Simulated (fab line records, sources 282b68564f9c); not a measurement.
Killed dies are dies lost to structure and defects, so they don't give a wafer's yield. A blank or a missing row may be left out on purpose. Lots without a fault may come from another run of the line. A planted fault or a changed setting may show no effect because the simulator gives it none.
fab line records | flow rit_cmos
record lots=7 wafers=21 last_day=7
route steps=202 shown ACTIVE@8 FOX1@20 FOX2@23 M1@202
lots that met no fault: from a run of the same line without faults
start_h: hours from the record's first day to the start of the lot's first wafer shown | wait_h: hours since the lot's step before | " the same as in the row above | L1.1+2: a row that stands for several wafers | - no value, or no start given | * or withheld: withheld | < > ~ a bound
route shown NAME@n: a module of which the file shows steps, and the number in the route of the first | usual: mean/standard deviation of fault-free wafers | same: alike in all rows | chamber/n: place in a boat | sites: the reading at each site | _std_site: their standard deviation | _edge_site: outer sites' mean less inner sites' | radius_mm: how far each site lies from the wafer's centre | mask NAME#n: copy n | behind: the tool/chamber that last shaped the wafer | hold: why the lot was held/for how many hours/how that ended | device: the transistor (n, p or np) that didn't switch | end of line: the same wafers' tests at the end of the route | a step without rows: its recipe alone | killed: dies lost to structure and defects at the first sort, not the wafer's yield | map: a wafer's dies, x killed, . not, _ none there
set.NAME: the setting as run; set.NAME@STEP: as run at that earlier step | model.NAME: the simulator's own value behind a step, which no gauge read
lots at some steps of the route; a table a step, a row a wafer
services: from which hour (start_h, from the record's first day; less than 0 if before it) a tool's chamber was out of use, for how many hours, and why
## steps
# step RIT_ACTIVE_SOFTBAKE_07
# recipe resist=NOVOLAK temp_c=90 time_s=60
# step RIT_ACTIVE_EXPOSE_08
# recipe mask_id=M1 na=0.6 source_shape=conventional sigma_outer=0.6 target_cd_nm=1400 dose_mj=225
# step RIT_ACTIVE_PEB_09
# recipe resist=NOVOLAK temp_c=withheld time_s=withheld
# step RIT_ACTIVE_DEVELOP_10
# recipe resist=NOVOLAK develop_time_s=50 dev_temp_c=23
# step RIT_ACTIVE_CD_MEAS_11
# recipe target_cd_nm=1400
# usual cd_nm=1400.6/1.9
# columns lot.wafer tool chamber start_h wait_h cd_nm
L343.1 cd_sem-02 - 24.44 - 1402.8
L343.2 " - " " 1402.6
L343.4 " - " " 1403.9
L345.3 cd_sem-02 - 34.48 - 1400.0
L345.5 " - " " 1399.0
L345.6 " - " " 1400.4
L349.1 cd_sem-02 - 54.44 - 1402.0
L349.2 " - " " 1399.8
L349.3 " - " " 1400.3
L351.3 cd_sem-02 - 64.48 - 1402.0
L351.4 " - " " 1403.8
L351.5 " - " " 1401.8
L352.2 cd_sem-01 - 70.76 - 1402.4
L352.3 " - " " 1400.7
L352.6 " - " " 1401.3
L359.1 cd_sem-02 - 105.21 - 1402.4
L359.3 " - " " 1401.8
L359.6 " - " " 1402.8
L361.3 cd_sem-01 - 114.64 - 1399.4
L361.4 " - " " 1399.9
L361.6 " - " " 1396.6
# step RIT_ACTIVE_HARDBAKE_12
# recipe resist=NOVOLAK temp_c=140 time_s=60
# step RIT_ACTIVE_ETCH_13
# recipe stop_on=SiO2 chemistry=SF6 target=Si3N4 time_s=210 over_etch_frac=0.4 SF6_flow_sccm=200 pressure_mtorr=260 rf_w=125 target_depth_a=2100
# usual drypump_motor_current_A=5.8/0.41 oes_product_au=0.816/0.013 throttle_valve_pct=7.52/0.15
# columns lot.wafer tool chamber start_h wait_h drypump_motor_current_A oes_product_au rf_hours_counter_h throttle_valve_pct
L343.1 rie_diel-02 3 24.71 0.1 5.8 0.786 78 7.55
L343.2 " 0 " " 5.0 0.813 75 7.52
L343.4 " 1 " " 6.1 0.829 4 7.68
L345.3 rie_diel-01 3 34.71 0.1 5.7 0.833 79 7.64
L345.5 " 1 " " 5.1 0.811 - 7.61
L345.6 " 0 " " 6.4 0.798 - 7.67
L349.1 rie_diel-03 1 54.71 0.1 5.6 0.809 135 7.26
L349.2 " 2 " " 6.4 0.818 96 7.69
L349.3 " 3 " " 5.7 0.836 23 7.35
L351.3 rie_diel-02 3 64.71 0.1 5.9 0.800 79 7.56
L351.4 " 0 " " 5.0 0.841 76 7.53
L351.5 " 2 " " 6.1 0.804 - 7.46
L352.2 rie_diel-03 1 71.01 0.1 5.6 0.806 135 7.24
L352.3 " 0 " " 5.9 0.810 157 7.51
L352.6 " 3 " " 5.7 0.833 - 7.34
L359.1 rie_diel-01 0 105.49 0.1 6.4 0.806 130 7.65
L359.3 " 1 " " 5.1 0.807 137 7.64
L359.6 " 1 " " 5.1 0.811 - 7.62
L361.3 rie_diel-01 0 114.87 0.1 6.4 0.806 130 7.68
L361.4 " 2 " " 5.7 0.808 26 7.33
L361.6 " 2 " " 5.7 0.812 - 7.35
# step RIT_ACTIVE_STRIP_14
# recipe chemistry=O2 time_s=180 resist=NOVOLAK platen_temp_c=withheld power_w=500 pressure_mtorr=4000 o2_flow_sccm=4000
# usual drypump_motor_current_A=6.02/0.19
# columns lot.wafer tool chamber start_h wait_h drypump_motor_current_A rf_hours_counter_h
L343.1 plasma_asher-01 1 24.84 0.1 6.16 38
L343.2 " 0 " " 5.93 38
L343.4 " 0 " " 5.91 -
L345.3 plasma_asher-03 0 34.90 0.1 5.85 -
L345.5 " 1 " " 6.28 -
L345.6 " 0 " " 5.87 -
L349.1 plasma_asher-01 1 54.84 0.1 6.12 42
L349.2 " 0 " " 5.91 42
L349.3 " 1 " " 6.15 -
L351.3 plasma_asher-03 0 64.90 0.1 5.86 -
L351.4 " 1 " " 6.29 -
L351.5 " 0 " " 5.87 -
L352.2 plasma_asher-03 1 71.14 0.1 6.28 43
L352.3 " 1 " " 6.28 -
L352.6 " 0 " " 5.91 -
L359.1 plasma_asher-03 0 105.62 0.1 5.88 48
L359.3 " 0 " " 5.89 -
L359.6 " 1 " " 6.28 -
L361.3 plasma_asher-02 1 115.07 0.1 5.78 -
L361.4 " 0 " " 5.97 -
L361.6 " 1 " " 5.74 -
# step RIT_ACTIVE_CD_MEAS_90
# recipe target_cd_nm=1400
# usual cd_nm=1400.7/1.9
# columns lot.wafer tool chamber start_h wait_h cd_nm
L343.1 cd_sem-01 - 25.02 0.1 1403.3
L343.2 " - " " 1402.7
L343.4 " - " " 1403.9
L345.3 cd_sem-01 - 35.13 0.2 1399.8
L345.5 " - " " 1399.3
L345.6 " - " " 1400.6
L349.1 cd_sem-01 - 55.02 0.1 1402.0
L349.2 " - " " 1400.0
L349.3 " - " " 1400.6
L351.3 cd_sem-02 - 65.06 0.1 1402.2
L351.4 " - " " 1403.6
L351.5 " - " " 1402.3
L352.2 cd_sem-02 - 71.34 0.1 1401.8
L352.3 " - " " 1400.0
L352.6 " - " " 1401.3
L359.1 cd_sem-01 - 105.79 0.1 1403.1
L359.3 " - " " 1401.9
L359.6 " - " " 1403.1
L361.3 cd_sem-01 - 115.22 0.1 1399.7
L361.4 " - " " 1399.3
L361.6 " - " " 1396.5
# step RIT_ACTIVE_CLEAN_15
# recipe chemistry=SC1 mix=3:3:50 time_s=600 temp_c=75
# step RIT_ACTIVE_CLEAN_16
# recipe chemistry=dHF dilution=50:1 time_s=30
# step RIT_ACTIVE_CLEAN_17
# recipe chemistry=SC2 mix=3:3:50 time_s=600 temp_c=75 dry=n2_spin
# step RIT_FOX1_OXIDATION_00
# recipe temp_c=1100 ambient=H2O target_thk_a=3507 p_h2o_torr=720 ox_time_s=1130
# usual ox_temp_c_max=1105.7/2.3 ox_time_s=1130/0
# columns lot.wafer tool chamber start_h wait_h ox_temp_c_max ox_time_s model.SiO2_of_FOX1_OXIDATION_00.thk_nm model.Si3N4_of_ACTIVE_CVD_03.thk_nm
L343.1 furnace-04 0 25.50 0.0 1107.5 1130 352.7 141.6
L343.2 " 0 " " 1106.3 1130 353.5 139.3
L343.4 " 0 " " 1106.1 1130 349.8 141.4
L345.3 furnace-03 0 36.59 1.0 1102.8 1130 339.2 142.3
L345.5 " 0 " " 1102.9 1130 346.7 142.7
L345.6 " 0 " " 1102.7 1130 343.2 140.9
L349.1 furnace-03 0 55.69 0.2 1102.2 508.5 209.9 145.9
L349.2 " 0 " " 1102.8 508.5 211.3 144.6
L349.3 " 0 " " 1104.7 508.5 207.8 145.3
L351.3 furnace-03 0 67.33 1.8 1104.8 508.5 198.5 146.6
L351.4 " 0 " " 1103.7 508.5 201.1 146.3
L351.5 " 0 " " 1103.4 508.5 208.7 147
L352.2 furnace-03 0 72.69 0.9 1102.9 508.5 201.7 144.6
L352.3 " 0 " " 1102.4 508.5 207.1 142.7
L352.6 " 0 " " 1103.8 508.5 203.3 143.5
L359.1 furnace-01 0 106.30 0.0 1105.8 1130 358 140.9
L359.3 " 0 " " 1106.1 1130 360 140.8
L359.6 " 0 " " 1109.1 1130 353.7 140.6
L361.3 furnace-01 0 116.11 0.4 1106.7 1130 364.2 141.5
L361.4 " 0 " " 1106.6 1130 355.7 140.9
L361.6 " 0 " " 1104.9 1130 358.8 141
# step RIT_FOX1_THK_MEAS_01
# recipe reads=SiO2_of_FOX1_OXIDATION_00
# usual FOX1_OXIDE_THK=349/7.5
# columns lot.wafer tool chamber start_h wait_h FOX1_OXIDE_THK[nm]
L343.1 film_metro-02 - 26.82 0.0 353
L343.2 " - " " 354
L343.4 " - " " 350
L345.3 film_metro-03 - 37.92 0.0 339
L345.5 " - " " 346
L345.6 " - " " 343
L349.1 film_metro-04 - 57.01 0.0 210
L349.2 " - " " 211
L349.3 " - " " 208
L351.3 film_metro-02 - 68.66 0.0 199
L351.4 " - " " 201
L351.5 " - " " 209
L352.2 film_metro-02 - 74.02 0.0 202
L352.3 " - " " 207
L352.6 " - " " 203
L359.1 film_metro-03 - 107.61 0.0 358
L359.3 " - " " 360
L359.6 " - " " 354
L361.3 film_metro-02 - 117.45 0.0 364
L361.4 " - " " 356
L361.6 " - " " 359
# step RIT_FOX1_WET_ETCH_02
# recipe chemistry=BOE target_depth_nm=350 time_s=390 temp_c=21.5 dry=n2_spin dilution=10:1 target=SiO2
# step RIT_FOX2_OXIDATION_00
# recipe temp_c=1100 ambient=H2O target_thk_a=3507 p_h2o_torr=720 ox_time_s=1130
# step RIT_FOX2_THK_MEAS_01
# recipe reads=SiO2_of_FOX2_OXIDATION_00
# usual FOX2_OXIDE_THK=353/6
# columns lot.wafer tool chamber start_h wait_h FOX2_OXIDE_THK[nm]
L343.1 film_metro-04 - 28.31 0.0 358
L343.2 " - " " 352
L343.4 " - " " 356
L345.3 film_metro-04 - 39.42 0.0 348
L345.5 " - " " 351
L345.6 " - " " 355
L349.1 film_metro-01 - 58.50 0.0 359
L349.2 " - " " 361
L349.3 " - " " 359
L351.3 film_metro-04 - 70.89 0.0 360
L351.4 " - " " 356
L351.5 " - " " 359
L352.2 film_metro-04 - 75.52 0.0 354
L352.3 " - " " 358
L352.6 " - " " 352
L359.1 film_metro-03 - 109.11 0.0 349
L359.3 " - " " 352
L359.6 " - " " 353
L361.3 film_metro-04 - 118.94 0.0 360
L361.4 " - " " 359
L361.6 " - " " 357
# step RIT_FOX2_CLEAN_02
# recipe chemistry=dHF dilution=50:1 time_s=180
# columns lot.wafer tool chamber start_h wait_h model.Si3N4_of_ACTIVE_CVD_03.thk_nm
L343.1 wet_bench-02 1 28.37 0.1 129.7
L343.2 " 1 " " 127.5
L343.4 " 1 " " 129.5
L345.3 wet_bench-02 1 39.46 0.0 130.5
L345.5 " 1 " " 130.9
L345.6 " 1 " " 129.1
L349.1 wet_bench-03 1 58.56 0.1 134.2
L349.2 " 1 " " 132.8
L349.3 " 1 " " 133.5
L351.3 wet_bench-02 0 70.93 0.0 134.8
L351.4 " 0 " " 134.5
L351.5 " 0 " " 135.2
L352.2 wet_bench-03 0 75.57 0.0 132.8
L352.3 " 0 " " 131
L352.6 " 0 " " 131.8
L359.1 wet_bench-03 3 109.17 0.1 129.2
L359.3 " 3 " " 129.1
L359.6 " 3 " " 128.8
L361.3 wet_bench-03 2 118.98 0.0 129.7
L361.4 " 2 " " 129.1
L361.6 " 2 " " 129.2
# step RIT_FOX2_WET_ETCH_03
# recipe chemistry=H3PO4 target=Si3N4 target_depth_nm=195 temp_c=165 time_s=2700
# step RIT_M1_PROBE_99
# usual killed_at_M0_to_M3=0.0/0.18 killed_at_contacts=0.1/0.38 killed_at_front_end=6.9/2.9 killed_dies=7.1/3 killed_open=3.5/2.1 killed_short=3.5/2
# same gross_dies=264 killed_at_M4_up=0 killed_at_back_side=0 killed_at_other=0
# columns lot.wafer tool chamber start_h wait_h killed_at_M0_to_M3 killed_at_contacts killed_at_front_end killed_dies killed_open killed_short model.etest.nplus_sal.width_nm model.etest.pplus_sal.width_nm model.etest.pldd.width_nm model.etest.nldd.width_nm model.etest.nmos_narrow.drive_ua_um model.etest.pmos_narrow.drive_ua_um model.etest.field_p_metal.vt_v model.etest.field_p.vt_v
L343.1 prober-02 - 67.45 0.1 0 1 4 5 3 2 3449 3456 3187 3191 238.2 107 -28.32 -12.49
L343.2 prober-02 - 67.50 0.1 0 0 5 5 1 4 3432 3444 3204 3186 234.9 106 -28.4 -12.3
L343.4 prober-02 - 67.60 0.2 0 0 6 6 2 4 3440 3450 3197 3164 238.4 108.8 -29.37 -12.45
L345.3 prober-02 - 78.40 0.2 0 1 9 10 5 5 3455 3444 3187 3174 221.4 102.8 -29.64 -12.88
L345.5 prober-02 - 78.50 0.2 0 0 3 3 3 0 3444 3443 3195 3186 222.5 100.5 -29.91 -12.79
L345.6 prober-02 - 78.55 0.2 0 0 5 5 3 2 3444 3468 3183 3163 217.9 99.78 -29.51 -12.83
L349.1 prober-01 - 98.75 0.1 0 0 9 9 5 4 3607 3585 3279 3270 242.2 109.7 -30.69 -13.63
L349.2 prober-01 - 98.80 0.1 1 1 6 8 6 2 3547 3578 3269 3257 240.8 109.3 -30.95 -13.6
L349.3 prober-01 - 98.85 0.2 0 0 8 8 7 1 3596 3583 3272 3273 250.1 113.1 -30.7 -13.61
L351.3 prober-01 - 109.30 0.2 0 0 5 5 3 2 3613 3621 3306 3293 240 107.8 -31.06 -13.82
L351.4 prober-01 - 109.35 0.2 0 1 5 6 2 4 3608 3628 3290 3269 245.9 110.2 -31.29 -13.71
L351.5 prober-01 - 109.40 0.2 0 0 5 5 2 3 3621 3600 3274 3277 240.1 109.5 -30.92 -13.69
L352.2 prober-02 - 116.28 0.1 0 0 3 3 1 2 3598 3598 3272 3256 244.2 108.6 -30.6 -13.62
L352.3 prober-02 - 116.33 0.2 0 0 6 6 5 1 3563 3572 3268 3274 245.2 109.9 -30.95 -13.64
L352.6 prober-02 - 116.48 0.2 0 0 5 5 4 1 3567 3550 3268 3249 246.9 110 -31.73 -13.55
L359.1 prober-01 - 147.89 0.1 0 0 9 9 2 7 3440 3442 3170 3185 219.9 97.76 -30.48 -13.15
L359.3 prober-01 - 147.99 0.2 0 0 5 5 2 3 3446 3427 3158 3166 228.6 101.3 -30.4 -13.02
L359.6 prober-01 - 148.14 0.2 0 2 10 12 5 5 3451 3453 3159 3165 220.6 97.4 -30.16 -13.09
L361.3 prober-01 - 156.58 0.2 0 0 8 8 5 2 3416 3428 3121 3147 218.1 97.56 -27.89 -12.35
L361.4 prober-01 - 156.63 0.2 0 0 3 3 2 1 3428 3420 3157 3143 220 99.53 -28.17 -12.45
L361.6 prober-01 - 156.73 0.2 0 0 8 8 4 3 3448 3412 3138 3147 218.3 100.6 -27.7 -12.31
# killed by level:class
L343.1 GATE:geometric_particle:open=1 REOX:geometric_particle:short=1 SPACER:geometric_particle:short=1 SILICIDE:geometric_particle:open=1 CONTACT:geometric_particle:open=1
L343.2 GATE:geometric_particle:short=2 FOX1:geometric_particle:open=1 FOX1:geometric_particle:short=1 SILICIDE:geometric_particle:short=1
L343.4 SPACER:geometric_particle:short=2 FOX1:geometric_particle:short=1 REOX:geometric_particle:open=1 SPACER:geometric_particle:open=1 SILICIDE:geometric_particle:short=1
L345.3 SILICIDE:geometric_particle:short=4 GATE:geometric_particle:open=3 FOX1:geometric_particle:open=1 REOX:geometric_particle:open=1 CONTACT:geometric_particle:short=1
L345.5 REOX:geometric_particle:open=2 FOX2:geometric_particle:open=1
L345.6 FOX1:geometric_particle:open=3 FOX1:geometric_particle:short=1 SPACER:geometric_particle:short=1
L349.1 GATE:geometric_particle:short=3 FOX2:geometric_particle:open=2 FOX1:geometric_particle:open=1 FOX1:geometric_particle:short=1 GATE:geometric_particle:open=1 REOX:geometric_particle:open=1
L349.2 GATE:geometric_particle:open=3 SPACER:geometric_particle:open=2 GATE:geometric_particle:short=1 CONTACT:geometric_particle:open=1 M1:geometric_particle:short=1
L349.3 GATE:geometric_particle:open=3 FOX2:geometric_particle:open=2 REOX:geometric_particle:open=1 SPACER:geometric_particle:short=1 SILICIDE:geometric_particle:open=1
L351.3 GATE:geometric_particle:open=3 REOX:geometric_particle:short=1 SPACER:geometric_particle:short=1
L351.4 FOX1:geometric_particle:short=1 GATE:geometric_particle:short=1 GATE:geometric_particle:open=1 SPACER:geometric_particle:short=1 SILICIDE:geometric_particle:short=1 CONTACT:geometric_particle:open=1
L351.5 FOX1:geometric_particle:open=1 FOX2:geometric_particle:short=1 GATE:geometric_particle:short=1 GATE:geometric_particle:open=1 SILICIDE:geometric_particle:short=1
L352.2 FOX1:geometric_particle:short=1 FOX1:geometric_particle:open=1 SILICIDE:geometric_particle:short=1
L352.3 SPACER:geometric_particle:open=2 FOX1:geometric_particle:open=1 REOX:geometric_particle:short=1 REOX:geometric_particle:open=1 SILICIDE:geometric_particle:open=1
L352.6 FOX1:geometric_particle:open=1 GATE:geometric_particle:short=1 GATE:geometric_particle:open=1 SPACER:geometric_particle:open=1 SILICIDE:geometric_particle:open=1
L359.1 SPACER:geometric_particle:short=2 GATE:geometric_particle:short=2 SILICIDE:geometric_particle:short=2 GATE:geometric_particle:open=1 REOX:geometric_particle:short=1 SILICIDE:geometric_particle:open=1
L359.3 FOX2:geometric_particle:short=1 GATE:geometric_particle:short=1 GATE:geometric_particle:open=1 REOX:geometric_particle:open=1 SILICIDE:geometric_particle:short=1
L359.6 GATE:geometric_particle:open=2 GATE:geometric_particle:short=2 SILICIDE:geometric_particle:short=2 CONTACT:coat_microbubble_printed=2 FOX1:geometric_particle:open=1 SPACER:geometric_particle:short=1 SPACER:geometric_particle:open=1 SILICIDE:geometric_particle:open=1
L361.3 FOX1:geometric_particle:open=3 FOX1:geometric_particle:short=1 GATE:geometric_particle:open=1 GATE:geometric_particle:short=1 SPACER:geometric_particle:open=1 PRETRO:coat_microbubble_printed=1
L361.4 FOX1:geometric_particle:open=1 FOX1:geometric_particle:short=1 SILICIDE:geometric_particle:open=1
L361.6 GATE:geometric_particle:open=2 REOX:geometric_particle:short=2 FOX1:geometric_particle:short=1 FOX1:geometric_particle:open=1 FOX2:geometric_particle:open=1 PRETRO:coat_microbubble_printed=1
## services
# columns tool chamber start_h hours kind
rie_diel-03 3 25.42 6.3 repair
wet_bench-03 - 44.06 2.1 repair
plasma_asher-03 - 45.70 3.9 repair
rie_diel-02 0 51.41 5.0 repair
rie_diel-02 1 53.56 2.0 repair
rie_diel-03 1 59.09 4.2 repair
furnace-01 - 61.05 20.9 pm
rie_diel-03 2 61.72 3.1 repair
rie_diel-02 0 76.21 10.0 repair
furnace-01 - 81.95 3.4 pm
plasma_asher-01 - 86.36 44.0 repair
rie_diel-03 0 107.41 - clean
rie_diel-03 0 107.41 17.7 scheduled_down
rie_diel-03 0 107.41 17.7 vent_cycle
## key
first_sign step=RIT_FOX1_OXIDATION_00 reading=ox_time_s direction=down sigmas=99+ usual=* struck=*
effect step=RIT_FOX1_THK_MEAS_01 reading=FOX1_OXIDE_THK direction=down sigmas=19 usual=349 struck=205
model_effect step=RIT_FOX1_OXIDATION_00 value=SiO2_of_FOX1_OXIDATION_00.thk_nm without=343.3 struck=205.5
model_effect step=RIT_FOX2_CLEAN_02 value=Si3N4_of_ACTIVE_CVD_03.thk_nm without=130.8 struck=133.4
model_effect step=RIT_M1_PROBE_99 value=etest.nplus_sal.width_nm without=3444 struck=3591
met_at RIT_FOX1_OXIDATION_00
struck_wafers L349.1,L349.2,L349.3,L351.3,L351.4,L351.5,L352.2,L352.3,L352.6
tester_left_out L349,L351,L352
onset_between 36.59 55.69
fault kind=process_parameter_drift tool=furnace-03 chamber=- onset_h=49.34 steps=RIT_FOX1_OXIDATION_00 channel=ox_time_s offset=* shape=step end_h=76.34 acts_in=* stated=*
# tester_left_out: of these lots the tester's yield and bins aren't shown, on N5 and GAA mostly nor the transistor test; their killed dies are dies lost to structure and defects alone, not to doping, threshold or leakage, so they don't give the yield
